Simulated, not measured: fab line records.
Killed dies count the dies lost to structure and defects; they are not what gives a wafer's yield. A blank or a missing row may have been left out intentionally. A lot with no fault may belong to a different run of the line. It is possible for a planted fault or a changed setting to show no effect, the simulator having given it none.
Which tool did it? + flow rit_cmos + 14 lots with 42 wafers sampled at 3 steps, on a route of 202 steps

== WHAT THE GAUGES READ, wafer by wafer ==
RIT_PSD_TW_MEAS_10.
| lot  | measured    | on            | PSD_TW         |
|------|-------------|---------------|----------------|
| L894 | day 3 10:35 | film_metro-03 | 3381 3382 3378 |
| L895 | day 3 11:49 | film_metro-03 | 3383 3374 3379 |
| L897 | day 3 21:49 | film_metro-04 | 3418 3422 3400 |
| L898 | day 4 04:02 | film_metro-01 | 3339 3331 3340 |
| L899 | day 4 07:20 | film_metro-03 | 3375 3388 3379 |
| L901 | day 4 17:31 | film_metro-01 | 3343 3328 3322 |
| L902 | day 5 00:04 | film_metro-04 | 3415 3414 3430 |
| L906 | day 5 18:25 | film_metro-03 | 2937 2913 2937 |
| L909 | day 6 08:40 | film_metro-04 | 3421 3419 3416 |
| L910 | day 6 16:14 | film_metro-01 | 2893 2898 2903 |
| L911 | day 6 20:21 | film_metro-03 | 3365 3358 3361 |
| L912 | day 7 01:20 | film_metro-04 | 3429 3431 3413 |
| L913 | day 7 05:10 | film_metro-01 | 3368 3359 3364 |
| L914 | day 7 09:25 | film_metro-04 | 3421 3433 3440 |

RIT_SDANNEAL_RS_MEAS_04: the measuring method here is four-point-probe.
| lot  | measured    | on            | PSD_RS (ohm/sq)      |
|------|-------------|---------------|----------------------|
| L894 | day 3 11:06 | film_metro-03 | 115.73 115.60 116.25 |
| L895 | day 3 12:26 | film_metro-04 | 115.83 116.10 115.72 |
| L897 | day 3 22:19 | film_metro-04 | 116.06 116.34 115.78 |
| L898 | day 4 04:37 | film_metro-01 | 115.96 116.14 116.04 |
| L899 | day 4 07:52 | film_metro-01 | 116.02 116.13 115.92 |
| L901 | day 4 17:59 | film_metro-03 | 115.50 116.07 115.92 |
| L902 | day 5 00:34 | film_metro-04 | 115.35 115.96 115.61 |
| L906 | day 5 18:56 | film_metro-04 | 130.97 131.10 130.67 |
| L909 | day 6 09:11 | film_metro-04 | 115.40 115.88 115.67 |
| L910 | day 6 16:50 | film_metro-03 | 131.43 131.55 131.27 |
| L911 | day 6 20:56 | film_metro-03 | 116.03 116.41 116.36 |
| L912 | day 7 02:02 | film_metro-01 | 115.91 115.74 115.93 |
| L913 | day 7 05:42 | film_metro-03 | 115.39 115.62 115.72 |
| L914 | day 7 09:55 | film_metro-01 | 115.78 116.13 116.17 |

== EACH LOT AND THE TOOL THAT RAN IT (in order: tool; ch and the chambers of the sampled wafers; start) ==
| lot  | RIT_PSD_IMPLANT_08             |
|------|--------------------------------|
| L894 | implanter-01 ch 0, day 3 10:16 |
| L895 | implanter-04 ch 0, day 3 11:29 |
| L897 | implanter-04 ch 0, day 3 21:31 |
| L898 | implanter-02 ch 0, day 4 03:44 |
| L899 | implanter-04 ch 0, day 4 07:02 |
| L901 | implanter-02 ch 0, day 4 17:11 |
| L902 | implanter-01 ch 0, day 4 23:45 |
| L906 | implanter-02 ch 0, day 5 18:06 |
| L909 | implanter-04 ch 0, day 6 08:20 |
| L910 | implanter-02 ch 0, day 6 15:57 |
| L911 | implanter-04 ch 0, day 6 20:03 |
| L912 | implanter-01 ch 0, day 7 01:02 |
| L913 | implanter-04 ch 0, day 7 04:50 |
| L914 | implanter-01 ch 0, day 7 09:07 |
- RIT_PSD_IMPLANT_08

== AS READ BY THE TOOLS THEMSELVES (means over the sampled wafers that have a number; for cases with no such wafer, the mark the record gives instead) ==
RIT_PSD_IMPLANT_08.
| lot  | tool         | beam_on_s (s) | dose_ions_cm2 | end_station_pressure_torr (Torr) | faraday_current_uA |
|------|--------------|---------------|---------------|----------------------------------|--------------------|
| L894 | implanter-01 | 12.51         | 5e+15         | 1.47e-05                         | 12234              |
| L895 | implanter-04 | 12.36         | 5e+15         | 1.53e-05                         | 12404              |
| L897 | implanter-04 | 12.66         | 5e+15         | 1.49e-05                         | 12122              |
| L898 | implanter-02 | 12.99         | 5e+15         | 1.50e-05                         | 11820              |
| L899 | implanter-04 | 12.37         | 5e+15         | 1.47e-05                         | 12383              |
| L901 | implanter-02 | 13.06         | 5e+15         | 1.49e-05                         | 11736              |
| L902 | implanter-01 | 12.75         | 5e+15         | 1.42e-05                         | 12046              |
| L906 | implanter-02 | 10.01         | 2e+15         | 9.57e-06                         | 5600               |
| L909 | implanter-04 | 12.17         | 5e+15         | 1.44e-05                         | 12588              |
| L910 | implanter-02 | 9.99          | 2e+15         | 9.63e-06                         | 5626               |
| L911 | implanter-04 | 12.51         | 5e+15         | 1.53e-05                         | 12243              |
| L912 | implanter-01 | 12.53         | 5e+15         | 1.44e-05                         | 12232              |
| L913 | implanter-04 | 12.48         | 5e+15         | 1.49e-05                         | 12345              |
| L914 | implanter-01 | 12.65         | 5e+15         | 1.49e-05                         | 12116              |

== THE ANSWER, worked out from the rows above alone ==
Rule: usual is defined by the lots themselves. Put in order of their means at a reading, lots are off if they are a third of the lots or fewer, leave a main group of 4 or more, and stand apart from it by a gap of 3 or more times the standard deviation of the main group's means; of several such gaps the widest counts. The tables above print the reading to a certain number of digits; a main group whose means all agree to those digits is not used. Also off: a lot with no number at a reading for which 4 or more lots have one. All remaining lots with rows at the step are treated as sound. First the gauges in route order, then the tools' own readings, where a lot's mean is used as printed above. At the first step where some lot is off, the reading lying furthest off is the one used; lots without a number count as furthest.
Off: L906, L910, at RIT_PSD_TW_MEAS_10 (PSD_TW). The main group has a mean of 3387 with a standard deviation of 33.
A tool fits if, at a process step before that reading, it ran every lot that is off, and no sound lot after the first of them. Not tried: the gauges at RIT_PSD_TW_MEAS_10; whatever is off there is also off at RIT_PSD_IMPLANT_08, on other tools, and gauge error can't account for it. One fits: RIT_PSD_IMPLANT_08 on implanter-02. Its last sound lot is L901 (day 4 17:11), its first lot that is off L906 (day 5 18:06): a fault that began between those two fits.
The tool's own readings at RIT_PSD_IMPLANT_08 bear it out: on the lots that are off they differ by more than 5 times the standard deviation of the sound lots' means. beam_on_s reads 10.00 s there against 12.59 s on the sound lots; dose_ions_cm2 reads 2e+15 there against 5e+15 on the sound lots; end_station_pressure_torr reads 9.60e-06 Torr there against 1.48e-05 Torr on the sound lots; faraday_current_uA reads 5613 there against 12189 on the sound lots.

== WHAT THE SIMULATOR HAD PUT IN ==
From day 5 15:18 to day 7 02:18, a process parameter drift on implanter-02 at RIT_PSD_IMPLANT_08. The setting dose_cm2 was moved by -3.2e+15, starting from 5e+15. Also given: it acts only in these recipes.
Struck lots among those shown: L906, L910. This agrees with what the rule above found.
